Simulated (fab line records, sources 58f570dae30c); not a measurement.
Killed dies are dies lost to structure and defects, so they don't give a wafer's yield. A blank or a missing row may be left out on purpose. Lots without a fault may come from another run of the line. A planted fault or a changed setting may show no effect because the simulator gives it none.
Split-lot experiment | flow berkeley_cmos170 | 5 lots, 23 wafers read, on a route of 331 steps

THE SPLIT
At UCB170_V2_CVD_00 (deposits SiO2 from TEOS/O2, target thk 2000 nm, time 250 s), the setting time_s was moved away from the recipe's 250 s on 9 of the 23 wafers read, by +6.9% to +10.6%. The other wafers ran this setting at the recipe's value.

The file shows no step between the split and the reading.

THE READING
V2_TEOS_THK, in nm, at UCB170_V2_THK_MEAS_01. Fault-free wafers of this fab line usually give 1986 nm, standard deviation 29 nm.

wafer  | tool, chamber at the split | time_s as run, s | against the recipe | V2_TEOS_THK, nm | against lot-mates on the recipe
L075.1 | pecvd-04, 1                | 250              | recipe             | 1966            | -
L075.2 | pecvd-04, 0                | 250              | recipe             | 1973            | -
L075.3 | pecvd-04, 2                | 271.4            | +8.6%              | 2120            | +150
L075.5 | pecvd-04, 2                | 271.4            | +8.6%              | 2205            | +236
L075.6 | pecvd-04, 0                | 271.4            | +8.6%              | 2181            | +212
L074.1 | pecvd-03, 0                | 250              | recipe             | 1987            | -
L074.3 | pecvd-03, 1                | 250              | recipe             | 1929            | -
L074.6 | pecvd-03, 2                | 250              | recipe             | 2017            | -
L080.1 | pecvd-02, 2                | 276.4            | +10.6%             | 2182            | +246
L080.2 | pecvd-02, 0                | 250              | recipe             | 1943            | -
L080.3 | pecvd-02, 1                | 250              | recipe             | 1929            | -
L080.4 | pecvd-02, 0                | 276.4            | +10.6%             | 2200            | +264
L080.6 | pecvd-02, 1                | 276.4            | +10.6%             | 2151            | +215
L082.1 | pecvd-03, 0                | 250              | recipe             | 2040            | -
L082.2 | pecvd-03, 2                | 250              | recipe             | 2025            | -
L082.3 | pecvd-03, 1                | 250              | recipe             | 1976            | -
L082.4 | pecvd-03, 1                | 250              | recipe             | 2014            | -
L082.6 | pecvd-03, 0                | 250              | recipe             | 2056            | -
L081.1 | pecvd-04, 1                | 267.2            | +6.9%              | 2103            | +136
L081.2 | pecvd-04, 0                | 250              | recipe             | 1966            | -
L081.3 | pecvd-04, 2                | 250              | recipe             | 1967            | -
L081.4 | pecvd-04, 2                | 267.2            | +6.9%              | 2118            | +152
L081.5 | pecvd-04, 1                | 267.2            | +6.9%              | 2123            | +156

THE FIT
A straight line over all 23 wafers: V2_TEOS_THK changes by +19.3 nm for each +1% of time_s; r = +0.92; the points scatter about the line by 36 nm.
The same after taking each lot's own level away (the mean of its wafers on the recipe; 23 wafers): +22.8 nm for each +1%; r = +0.97; scatter 25 nm.
On that fit, the largest move of time_s shifts the reading by 2.4e+02 nm.
The lots' own levels span 1936.0 to 2022.2 nm, that is 3.0 times the standard deviation above.
So the lot-to-lot level changes the slope: the two fits differ.
Check: with one of the wafers moved furthest among these (+10.6%) left out of the fit, the line predicts +239 nm for it against its lot-mates. It came out at +246 nm against them.

OTHER SPLITS ON THESE WAFERS
These wafers also went through other splits before the reading. Each is held against what the fit with the lots' levels taken away leaves over:
other split on the same wafers       | wafers away from the commonest value | r with V2_TEOS_THK (lot level and that fit taken away)
UCB170_SILICIDE_SPUTTER_01 time_s    | 9                                    | -0.17
UCB170_CONTACT_COAT_04 resist_thk_nm | 7                                    | +0.25
UCB170_CONTACT_ETCH_18 time_s        | 8                                    | -0.05
UCB170_M1_COAT_04 resist_thk_nm      | 8                                    | -0.15
UCB170_M1_METAL_ETCH_12 time_s       | 6                                    | +0.09
UCB170_M2_STRIP_07 o2_flow_sccm      | 7                                    | +0.19

THE WHOLE CHAIN: every reading that the file lists as answering this split, in the file's order
step                  | what it does                                               | reading                                                                   | change (the file's fit)              | r (the file's)
UCB170_V2_CVD_00      | deposits SiO2 from TEOS/O2, target thk 2000 nm, time 250 s | SiO2_of_V2_CVD_00.thk_nm (the simulator's own value, which no gauge read) | +22.7 nm for each +1% of the setting | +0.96
UCB170_V2_THK_MEAS_01 |                                                            | V2_TEOS_THK                                                               | +22.7 for each +1% of the setting    | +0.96

THE FILE'S OWN FIT
V2_TEOS_THK changes by +22.7 nm for each +1% of time_s, r = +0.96.
